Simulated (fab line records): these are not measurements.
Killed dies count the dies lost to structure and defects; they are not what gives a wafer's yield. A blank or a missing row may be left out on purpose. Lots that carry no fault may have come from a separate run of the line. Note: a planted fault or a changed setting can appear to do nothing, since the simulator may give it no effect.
Split-lot experiment    flow berkeley cmos170    route with 331 steps; 5 lots, 23 wafers read

## ON THE SPLIT
At UCB170_V1_CVD_00 (deposits SiO2 from TEOS/O2, target thk 2000 nm, time 250 s), the setting time s was moved away from the recipe's 250 s on 5 of the 23 wafers read, by +9.3% to +12.1%. All remaining wafers had this setting at the recipe value.

There is no step in the file separating the split from the reading.

## THE READING
Values of V1_TEOS_THK in nm from UCB170_V1_THK_MEAS_01. On this fab line, fault-free wafers typically give 1997 nm with a standard deviation of 22 nm.

wafer   tool, chamber at the split  time s as run, s  against the recipe  V1_TEOS_THK, nm  against lot-mates on the recipe
L074.1  pecvd-02, 1                 280.3             +12.1%              2215             +236
L074.2  pecvd-02, 2                 250               recipe              1958             -
L074.3  pecvd-02, 0                 280.3             +12.1%              2198             +219
L074.4  pecvd-02, 1                 250               recipe              1991             -
L074.6  pecvd-02, 0                 250               recipe              1989             -
L075.1  pecvd-03, 0                 250               recipe              1992             -
L075.2  pecvd-03, 1                 250               recipe              1945             -
L075.3  pecvd-03, 2                 250               recipe              1994             -
L075.5  pecvd-03, 1                 250               recipe              1990             -
L075.6  pecvd-03, 2                 250               recipe              2023             -
L076.1  pecvd-02, 1,2               273.2             +9.3%               2178             +179
L076.2  pecvd-02, 1,2               273.2             +9.3%               2177             +178
L076.3  pecvd-02, 0                 250               recipe              1986             -
L076.5  pecvd-02, 2                 250               recipe              2012             -
L076.6  pecvd-02, 1                 273.2             +9.3%               2189             +190
L079.1  pecvd-03, 1                 250               recipe              1988             -
L079.2  pecvd-03, 0                 250               recipe              1980             -
L079.3  pecvd-03, 2                 250               recipe              1992             -
L079.5  pecvd-03, 2                 250               recipe              2010             -
L079.6  pecvd-03, 1                 250               recipe              2015             -
L084.2  pecvd-04, 2                 250               recipe              1999             -
L084.3  pecvd-04, 1                 250               recipe              1989             -
L084.5  pecvd-04, 0                 250               recipe              2015             -
The file does not say which wafer passed through which chamber wherever a row lists several chambers: such a row stands for several wafers.

FIT RESULTS
A straight line over all 23 wafers: V1_TEOS_THK changes by +18.9 nm for each +1% of time s; r = +0.98; the points scatter about the line by 19 nm.
The same after taking each lot's own level away (the mean of its wafers on the recipe; 23 wafers): +19.2 nm for each +1%; r = +0.98; scatter 17 nm.
According to that fit, moving time s by its largest amount changes the reading by 2.3e+02 nm.
The lots' own levels span 1979.3 to 2001.0 nm, that is 1.0 times the standard deviation above.
The two slopes are in agreement: the lot-to-lot level therefore moves the slope only a little.
Check: +231 nm against its lot-mates is what the line predicts for one of the wafers moved furthest among these (+12.1%) when that wafer is left out of the fit. Against them it came out at +236 nm.

## ADDITIONAL SPLITS CARRIED BY THESE WAFERS
These wafers also went through other splits before the reading. Each is held against what the fit with the lots' levels taken away leaves over:
other split on the same wafers  wafers away from the commonest value  r with V1_TEOS_THK (lot level and that fit taken away)
UCB170_M1_EXPOSE_06 dose mj     8                                     +0.06

## THE WHOLE CHAIN: every reading that the file lists as answering this split, in the file's order
step                   what it does                                                reading                                                                    change (the file's fit)               r (the file's)
UCB170_V1_CVD_00       deposits SiO2 from TEOS/O2, target thk 2000 nm, time 250 s  SiO2_of_V1_CVD_00.thk nm (the simulator's own value, which no gauge read)  +19.1 nm for each +1% of the setting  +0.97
UCB170_V1_THK_MEAS_01                                                              V1_TEOS_THK                                                                +19.1 for each +1% of the setting     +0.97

## FILE'S OWN FIT
V1_TEOS_THK changes by +19.1 nm for each +1% of time s, r = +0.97.
